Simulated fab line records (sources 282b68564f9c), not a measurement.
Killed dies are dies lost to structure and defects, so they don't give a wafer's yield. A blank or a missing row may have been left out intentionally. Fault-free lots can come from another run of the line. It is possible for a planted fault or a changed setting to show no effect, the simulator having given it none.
fab line records	flow rit-cmos
[record] lots = 6	wafers = 18	last-day = 7
route steps=202 shown FOX2@24 NWELL@28 PWELL@39 WELLDRIVE@50 M1@202
lots with no fault: from the same line, run without faults
start-h: hours from the record's first day to the start of the lot's first wafer shown	wait-h: hours since the lot's step before	" the same as in the row above	L1.1+2: a row that stands for several wafers	- no value, or no start given	* or withheld: withheld	< > ~ a bound
route shown NAME@n: a module of which the file shows steps, and the number in the route of the first	usual: average and standard deviation across the fault-free wafers	same: alike in all rows	chamber/n: place in a boat	sites: per-site readings	_std_site: the standard deviation of these	_edge_site: the outer-site mean with the inner-site mean subtracted	radius-mm: for every site, how far away it sits from the centre of the wafer	mask NAME#n: copy n	behind: tool/chamber where the wafer was last shaped	hold: why the lot went on hold/how many hours it stayed there/how the hold came to an end	device: the transistor (n, p or np) that didn't switch	end of line: the route-end tests of the same wafers	a step given without rows: its recipe and nothing more	killed: count of dies lost to structure and defects at first sort (not the wafer's yield)	map: per-die view of a wafer (x killed, . not killed, _ where there is no die)
set.NAME: the run value of the setting; set.NAME@STEP: its run value at that earlier step	model.NAME: the simulator's own value behind a step, which no gauge read
lots at some steps of the route; a table a step, a row a wafer
services: the hour from which a tool's chamber was out of use, counted from the record's first day as start-h (under 0 if before that day), plus the number of hours and why
[[steps]]
[step RIT_FOX2_THK_MEAS_01]
[recipe] reads = SiO2_of_FOX2_OXIDATION_00
[usual] FOX2_OXIDE_THK = 352/6
lot.wafer	tool	chamber	start-h	wait-h	FOX2_OXIDE_THK[nm]
L111.1	film-metro-03	-	24.50	0.0	355
L111.2	"	-	"	"	358
L111.3	"	-	"	"	356
L115.1	film-metro-01	-	43.75	0.0	343
L115.3	"	-	"	"	340
L115.6	"	-	"	"	343
L122.1	film-metro-03	-	79.05	0.0	352
L122.3	"	-	"	"	355
L122.5	"	-	"	"	340
L123.1	film-metro-04	-	83.45	0.0	359
L123.4	"	-	"	"	358
L123.5	"	-	"	"	356
L128.1	film-metro-03	-	108.53	0.0	347
L128.2	"	-	"	"	348
L128.4	"	-	"	"	349
L131.1	film-metro-03	-	123.56	0.0	348
L131.4	"	-	"	"	350
L131.5	"	-	"	"	351
[step RIT_FOX2_CLEAN_02]
[recipe] chemistry = dHF	dilution = 50:1	time-s = 180
[step RIT_FOX2_WET_ETCH_03]
[recipe] chemistry = H3PO4	target = Si3N4	target-depth-nm = 195	temp-c = 165	time-s = 2700
[step RIT_FOX2_THK_MEAS_90]
[recipe] reads = SiO2_of_FOX2_OXIDATION_00
[usual] FIELD_OXIDE_LEFT_1_THK = 325/6.1
lot.wafer	tool	chamber	start-h	wait-h	FIELD_OXIDE_LEFT_1_THK[nm]
L111.1	film-metro-03	-	25.38	0.0	327
L111.2	"	-	"	"	331
L111.3	"	-	"	"	328
L115.1	film-metro-01	-	44.69	0.0	315
L115.3	"	-	"	"	313
L115.6	"	-	"	"	315
L122.1	film-metro-04	-	79.93	0.0	325
L122.3	"	-	"	"	329
L122.5	"	-	"	"	313
L123.1	film-metro-03	-	84.40	0.0	331
L123.4	"	-	"	"	330
L123.5	"	-	"	"	328
L128.1	film-metro-04	-	110.17	0.0	320
L128.2	"	-	"	"	321
L128.4	"	-	"	"	322
L131.1	film-metro-03	-	124.44	0.0	321
L131.4	"	-	"	"	323
L131.5	"	-	"	"	325
[step RIT_NWELL_HMDS_00]
[recipe] prime-time-s = 60	prime-temp-c = 140
[step RIT_NWELL_COAT_01]
[recipe] resist = NOVOLAK	spin-rpm = 2000	resist-thk-nm = 1300
[step RIT_NWELL_SOFTBAKE_02]
[recipe] resist = NOVOLAK	temp-c = 90	time-s = 60
[step RIT_NWELL_EXPOSE_03]
[recipe] mask-id = M2	na = 0.57	target-cd-nm = 43900	dose-mj = 250
[step RIT_NWELL_PEB_04]
[recipe] resist = NOVOLAK	temp-c = withheld	time-s = withheld
[step RIT_NWELL_DEVELOP_05]
[recipe] resist = NOVOLAK	develop-time-s = 68	dev-temp-c = 23
[step RIT_NWELL_OVL_MEAS_06]
[usual] NWELL_OVL = -0.1/1.4
lot.wafer	tool	chamber	start-h	wait-h	NWELL_OVL[nm]
L111.1	overlay-01	-	26.44	-	-1.8
L111.2	"	-	"	"	-1.2
L111.3	"	-	"	"	-1.5
L115.1	overlay-02	-	45.76	-	2.2
L115.3	"	-	"	"	3.3
L115.6	"	-	"	"	1.7
L122.1	overlay-02	-	80.99	-	-1.2
L122.3	"	-	"	"	-1.5
L122.5	"	-	"	"	-0.8
L123.1	overlay-02	-	85.34	-	2.4
L123.4	"	-	"	"	2.4
L123.5	"	-	"	"	3.8
L128.1	overlay-01	-	111.11	-	-1.8
L128.2	"	-	"	"	0.8
L128.4	"	-	"	"	-1.1
L131.1	overlay-02	-	125.43	-	1.1
L131.4	"	-	"	"	1.7
L131.5	"	-	"	"	-0.6
[step RIT_NWELL_HARDBAKE_07]
[recipe] resist = NOVOLAK	temp-c = 140	time-s = 120
[step RIT_NWELL_IMPLANT_08]
[recipe] species = P	energy-kev = 170	dose-cm2 = 5e+13	tilt-deg = 7
[usual] beam-energy-keV = 170.00/0.053	dose-ions-cm2 = 5e+13/5.1e+10	faraday-current-uA = 159/3.1
[same] implant-ion-amu = 31
lot.wafer	tool	chamber	start-h	wait-h	beam-energy-keV	dose-ions-cm2	faraday-current-uA
L111.1	implanter-03	0	26.73	0.2	170.09	5.007e+13	160
L111.2	"	0	"	"	169.97	4.995e+13	155
L111.3	"	0	"	"	170.01	4.993e+13	159
L115.1	implanter-04	0	46.04	0.2	169.96	5.012e+13	160
L115.3	"	0	"	"	169.99	4.998e+13	153
L115.6	"	0	"	"	169.97	4.995e+13	160
L122.1	implanter-04	0	81.28	0.2	170.01	5.07e+12	16
L122.3	"	0	"	"	170.02	5.02e+12	16
L122.5	"	0	"	"	170.05	4.98e+12	16
L123.1	implanter-04	0	85.62	0.2	169.87	5.01e+12	16
L123.4	"	0	"	"	169.83	4.97e+12	16
L123.5	"	0	"	"	169.93	4.99e+12	16
L128.1	implanter-02	0	111.47	0.2	170.00	5.007e+13	157
L128.2	"	0	"	"	169.98	5.002e+13	158
L128.4	"	0	"	"	170.00	4.999e+13	157
L131.1	implanter-03	0	125.71	0.2	170.01	4.994e+13	159
L131.4	"	0	"	"	169.98	4.999e+13	160
L131.5	"	0	"	"	169.95	4.995e+13	156
[step RIT_NWELL_STRIP_09]
[recipe] chemistry = O2	time-s = 180	resist = NOVOLAK	platen-temp-c = withheld	power-w = 500	pressure-mtorr = 4000	o2-flow-sccm = 4000
[usual] drypump-motor-current-A = 5.7/0.48
lot.wafer	tool	chamber	start-h	wait-h	drypump-motor-current-A	rf-hours-counter-h
L111.1	plasma-asher-01	1	26.88	0.1	5.3	37
L111.2	"	0	"	"	5.2	37
L111.3	"	1	"	"	5.3	-
L115.1	plasma-asher-02	0	46.19	0.1	5.2	40
L115.3	"	1	"	"	6.6	-
L115.6	"	1	"	"	6.6	-
L122.1	plasma-asher-03	0	81.43	0.1	5.7	43
L122.3	"	0	"	"	5.6	-
L122.5	"	1	"	"	5.6	-
L123.1	plasma-asher-02	0	85.77	0.1	5.3	44
L123.4	"	1	"	"	6.6	-
L123.5	"	0	"	"	5.2	-
L128.1	plasma-asher-02	0	111.62	0.1	5.2	47
L128.2	"	1	"	"	6.6	47
L128.4	"	0	"	"	5.2	-
L131.1	plasma-asher-01	1	125.86	0.1	5.3	48
L131.4	"	1	"	"	5.3	-
L131.5	"	1	"	"	5.4	-
[step RIT_NWELL_TW_MEAS_10]
[usual] NWELL_TW = 2153/13
lot.wafer	tool	chamber	start-h	wait-h	NWELL_TW
L111.1	film-metro-03	-	27.05	0.1	2136
L111.2	"	-	"	"	2136
L111.3	"	-	"	"	2143
L115.1	film-metro-03	-	46.37	0.1	2158
L115.3	"	-	"	"	2142
L115.6	"	-	"	"	2146
L122.1	film-metro-03	-	81.60	0.1	1022
L122.3	"	-	"	"	995
L122.5	"	-	"	"	1018
L123.1	film-metro-03	-	85.95	0.1	1016
L123.4	"	-	"	"	1015
L123.5	"	-	"	"	1024
L128.1	film-metro-02	-	111.80	0.1	2146
L128.2	"	-	"	"	2168
L128.4	"	-	"	"	2154
L131.1	film-metro-02	-	126.04	0.1	2169
L131.4	"	-	"	"	2150
L131.5	"	-	"	"	2164
[step RIT_PWELL_HMDS_00]
[recipe] prime-time-s = 60	prime-temp-c = 140
[step RIT_PWELL_COAT_01]
[recipe] resist = NOVOLAK	spin-rpm = 2000	resist-thk-nm = 1300
[step RIT_PWELL_SOFTBAKE_02]
[recipe] resist = NOVOLAK	temp-c = 90	time-s = 60
[step RIT_PWELL_EXPOSE_03]
[recipe] mask-id = M3	na = 0.57	target-cd-nm = 43700	dose-mj = 250
[step RIT_PWELL_PEB_04]
[recipe] resist = NOVOLAK	temp-c = withheld	time-s = withheld
[step RIT_PWELL_DEVELOP_05]
[recipe] resist = NOVOLAK	develop-time-s = 68	dev-temp-c = 23
[step RIT_PWELL_OVL_MEAS_06]
[usual] PWELL_OVL = 0.4/1.4
lot.wafer	tool	chamber	start-h	wait-h	PWELL_OVL[nm]
L111.1	overlay-02	-	27.99	-	0.6
L111.2	"	-	"	"	0.7
L111.3	"	-	"	"	2.5
L115.1	overlay-02	-	47.56	-	2.2
L115.3	"	-	"	"	1.6
L115.6	"	-	"	"	1.5
L122.1	overlay-01	-	82.67	-	1.9
L122.3	"	-	"	"	0.3
L122.5	"	-	"	"	1.7
L123.1	overlay-01	-	87.01	-	-0.3
L123.4	"	-	"	"	-1.2
L123.5	"	-	"	"	-0.8
L128.1	overlay-01	-	112.74	-	0.9
L128.2	"	-	"	"	0.5
L128.4	"	-	"	"	-0.7
L131.1	overlay-01	-	127.38	-	-1.5
L131.4	"	-	"	"	-0.8
L131.5	"	-	"	"	0.5
[step RIT_PWELL_HARDBAKE_07]
[recipe] resist = NOVOLAK	temp-c = 140	time-s = 120
[step RIT_PWELL_IMPLANT_08]
[recipe] species = B	energy-kev = 170	dose-cm2 = 7e+13	tilt-deg = 7
[step RIT_PWELL_STRIP_09]
[recipe] chemistry = O2	time-s = 180	resist = NOVOLAK	platen-temp-c = withheld	power-w = 500	pressure-mtorr = 4000	o2-flow-sccm = 4000
[usual] drypump-motor-current-A = 5.4/0.6
lot.wafer	tool	chamber	start-h	wait-h	drypump-motor-current-A	rf-hours-counter-h
L111.1	plasma-asher-04	1	28.79	0.1	4.7	25
L111.2	"	0	"	"	5.7	25
L111.3	"	1	"	"	4.7	-
L115.1	plasma-asher-01	1	48.00	0.1	5.4	40
L115.3	"	0	"	"	5.3	-
L115.6	"	1	"	"	5.3	-
L122.1	plasma-asher-01	0	83.10	0.1	5.2	43
L122.3	"	0	"	"	5.2	-
L122.5	"	0	"	"	5.3	-
L123.1	plasma-asher-01	0	87.45	0.1	5.2	44
L123.4	"	1	"	"	5.3	-
L123.5	"	0	"	"	5.2	-
L128.1	plasma-asher-02	1	113.17	0.1	6.6	47
L128.2	"	0	"	"	5.3	47
L128.4	"	1	"	"	6.6	-
L131.1	plasma-asher-04	0	127.82	0.1	5.7	36
L131.4	"	0	"	"	5.7	-
L131.5	"	1	"	"	4.7	-
[step RIT_PWELL_TW_MEAS_10]
[usual] PWELL_TW = 957/5.2
lot.wafer	tool	chamber	start-h	wait-h	PWELL_TW
L111.1	film-metro-02	-	28.96	0.1	962
L111.2	"	-	"	"	960
L111.3	"	-	"	"	963
L115.1	film-metro-02	-	48.17	0.1	960
L115.3	"	-	"	"	964
L115.6	"	-	"	"	963
L122.1	film-metro-03	-	83.28	0.1	944
L122.3	"	-	"	"	947
L122.5	"	-	"	"	953
L123.1	film-metro-04	-	87.62	0.1	953
L123.4	"	-	"	"	958
L123.5	"	-	"	"	951
L128.1	film-metro-02	-	113.35	0.1	959
L128.2	"	-	"	"	955
L128.4	"	-	"	"	960
L131.1	film-metro-02	-	128.00	0.1	961
L131.4	"	-	"	"	960
L131.5	"	-	"	"	956
[step RIT_WELLDRIVE_ANNEAL_00]
[recipe] temp-c = 1100	time-s = 14700	ambient = N2
[step RIT_WELLDRIVE_RS_MEAS_01]
[recipe] thk-meas-gauge = four-point-probe
[usual] NWELL_RS = 275.6/0.82
lot.wafer	tool	chamber	start-h	wait-h	NWELL_RS[ohm/sq]
L111.1	film-metro-03	-	34.10	0.0	275.9
L111.2	"	-	"	"	277.1
L111.3	"	-	"	"	276.8
L115.1	film-metro-03	-	53.32	0.0	274.3
L115.3	"	-	"	"	274.1
L115.6	"	-	"	"	275.3
L122.1	film-metro-03	-	88.42	0.0	1430.7
L122.3	"	-	"	"	1493.4
L122.5	"	-	"	"	1424.6
L123.1	film-metro-02	-	92.77	0.0	1442.5
L123.4	"	-	"	"	1429.4
L123.5	"	-	"	"	1409.4
L128.1	film-metro-03	-	118.97	0.0	274.8
L128.2	"	-	"	"	275.1
L128.4	"	-	"	"	274.4
L131.1	film-metro-02	-	133.53	0.0	275.0
L131.4	"	-	"	"	275.9
L131.5	"	-	"	"	274.9
[step RIT_WELLDRIVE_RS_MEAS_02]
[recipe] thk-meas-gauge = four-point-probe
[usual] PWELL_RS = 429.7/1.2
lot.wafer	tool	chamber	start-h	wait-h	PWELL_RS[ohm/sq]
L111.1	film-metro-03	-	34.22	0.1	427.6
L111.2	"	-	"	"	428.4
L111.3	"	-	"	"	428.8
L115.1	film-metro-03	-	53.44	0.1	429.6
L115.3	"	-	"	"	428.7
L115.6	"	-	"	"	429.6
L122.1	film-metro-03	-	88.54	0.1	429.3
L122.3	"	-	"	"	429.6
L122.5	"	-	"	"	429.3
L123.1	film-metro-02	-	92.89	0.1	431.2
L123.4	"	-	"	"	429.4
L123.5	"	-	"	"	432.1
L128.1	film-metro-03	-	119.09	0.1	429.9
L128.2	"	-	"	"	429.4
L128.4	"	-	"	"	430.1
L131.1	film-metro-02	-	133.65	0.1	429.2
L131.4	"	-	"	"	429.8
L131.5	"	-	"	"	430.8
[step RIT_M1_PROBE_99]
[usual] killed-at-contacts = 0.1/0.36	killed-at-front-end = 7/3.4	killed-dies = 7/3.4	killed-on-rim = 2.0/1.5	killed-open = 3.3/2	killed-short = 3.8/2.4
[same] gross-dies = 264	killed_at_M0_to_M3 = 0	killed_at_M4_up = 0	killed-at-back-side = 0	killed-at-other = 0
lot.wafer	tool	chamber	start-h	wait-h	killed-at-contacts	killed-at-front-end	killed-dies	killed-on-rim	killed-open	killed-short
L115.1	prober-01	-	81.21	0.1	0	8	8	1	5	3
L115.3	prober-01	-	81.31	0.2	0	5	5	1	3	2
L115.6	prober-01	-	81.46	0.2	0	5	5	2	1	2
L122.1	prober-02	-	116.62	0.1	0	12	12	6	6	6
L122.3	prober-02	-	116.72	0.2	0	8	8	1	1	7
L122.5	prober-02	-	116.82	0.2	0	8	8	4	1	7
L123.1	prober-01	-	121.86	0.1	0	2	2	0	2	0
L123.4	prober-01	-	122.01	0.2	1	8	9	1	3	6
L123.5	prober-01	-	122.06	0.2	0	13	13	3	5	8
L131.1	prober-01	-	161.56	0.1	0	3	3	1	0	3
L131.4	prober-01	-	161.71	0.2	0	3	3	1	2	1
L131.5	prober-01	-	161.76	0.2	0	1	1	1	1	0
// killed by level:class
L115.1 FOX1:geometric-particle:open=2 FOX1:geometric-particle:short=1 FOX2:geometric-particle:open=1 GATE:geometric-particle:open=1 REOX:geometric-particle:short=1 SPACER:geometric-particle:open=1 SILICIDE:geometric-particle:short=1
L115.3 GATE:geometric-particle:open=3 GATE:geometric-particle:short=2
L115.6 NSD:coat-microbubble-printed=2 REOX:geometric-particle:short=1 SPACER:geometric-particle:open=1 SPACER:geometric-particle:short=1
L122.1 GATE:geometric-particle:open=3 FOX2:geometric-particle:short=2 GATE:geometric-particle:short=2 REOX:geometric-particle:short=2 FOX1:geometric-particle:open=1 REOX:geometric-particle:open=1 SPACER:geometric-particle:open=1
L122.3 FOX2:geometric-particle:short=2 FOX1:geometric-particle:short=1 GATE:geometric-particle:short=1 GATE:geometric-particle:open=1 REOX:geometric-particle:short=1 SPACER:geometric-particle:short=1 SILICIDE:geometric-particle:short=1
L122.5 GATE:geometric-particle:short=4 FOX1:geometric-particle:short=1 GATE:geometric-particle:open=1 REOX:geometric-particle:short=1 SILICIDE:geometric-particle:short=1
L123.1 GATE:geometric-particle:open=1 SPACER:geometric-particle:open=1
L123.4 SILICIDE:geometric-particle:short=3 GATE:geometric-particle:open=2 FOX1:geometric-particle:open=1 GATE:geometric-particle:short=1 REOX:geometric-particle:short=1 CONTACT:geometric-particle:short=1
L123.5 GATE:geometric-particle:short=2 SPACER:geometric-particle:open=2 SILICIDE:geometric-particle:short=2 FOX1:geometric-particle:short=1 FOX2:geometric-particle:open=1 FOX2:geometric-particle:short=1 GATE:geometric-particle:open=1 REOX:geometric-particle:short=1
L131.1 FOX2:geometric-particle:short=1 GATE:geometric-particle:short=1 SPACER:geometric-particle:short=1
L131.4 GATE:geometric-particle:open=2 SPACER:geometric-particle:short=1
L131.5 FOX1:geometric-particle:open=1
[[services]]
tool	chamber	start-h	hours	kind
implanter-04	-	36.36	5.0	pm
implanter-02	-	47.09	17.3	pm
plasma-asher-01	-	53.02	4.2	repair
implanter-04	-	66.91	3.5	repair
plasma-asher-03	-	108.75	9.0	pm
plasma-asher-03	0	108.75	9.0	vent-cycle
plasma-asher-03	1	108.75	9.0	vent-cycle
plasma-asher-03	0	117.75	-	clean
plasma-asher-03	1	117.75	-	clean
implanter-04	-	124.40	3.7	repair
[[key]]
[first-sign] step = RIT_NWELL_IMPLANT_08	reading = dose-ions-cm2	direction = down	sigmas = 99+	usual = 5e+13	struck = 5.01e+12
[effect] step = RIT_NWELL_IMPLANT_08	reading = faraday-current-uA	direction = down	sigmas = 46	usual = 159	struck = 16
[effect] step = RIT_NWELL_TW_MEAS_10	reading = NWELL_TW	direction = down	sigmas = 90	usual = 2153	struck = 1015
[effect] step = RIT_WELLDRIVE_RS_MEAS_01	reading = NWELL_RS	direction = up	sigmas = 99+	usual = 275.6	struck = 1438.3
met-at RIT_NWELL_IMPLANT_08
struck-wafers L122.1,L122.3,L122.5,L123.1,L123.4,L123.5
tester-left-out L122,L123
onset-between 46.04 81.28
[fault] kind = process-parameter-drift	tool = implanter-04	chamber = -	onset-h = 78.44	steps = RIT_NWELL_IMPLANT_08	channel = dose-cm2	offset = -4.5e+13	shape = step	end-h = 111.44	acts-in = these-recipes-only	stated = 5e+13
// tester-left-out: of these lots the tester's yield and bins aren't shown, on N5 and GAA mostly nor the transistor test; their killed dies are dies lost to structure and defects alone, not to doping, threshold or leakage, so they don't give the yield
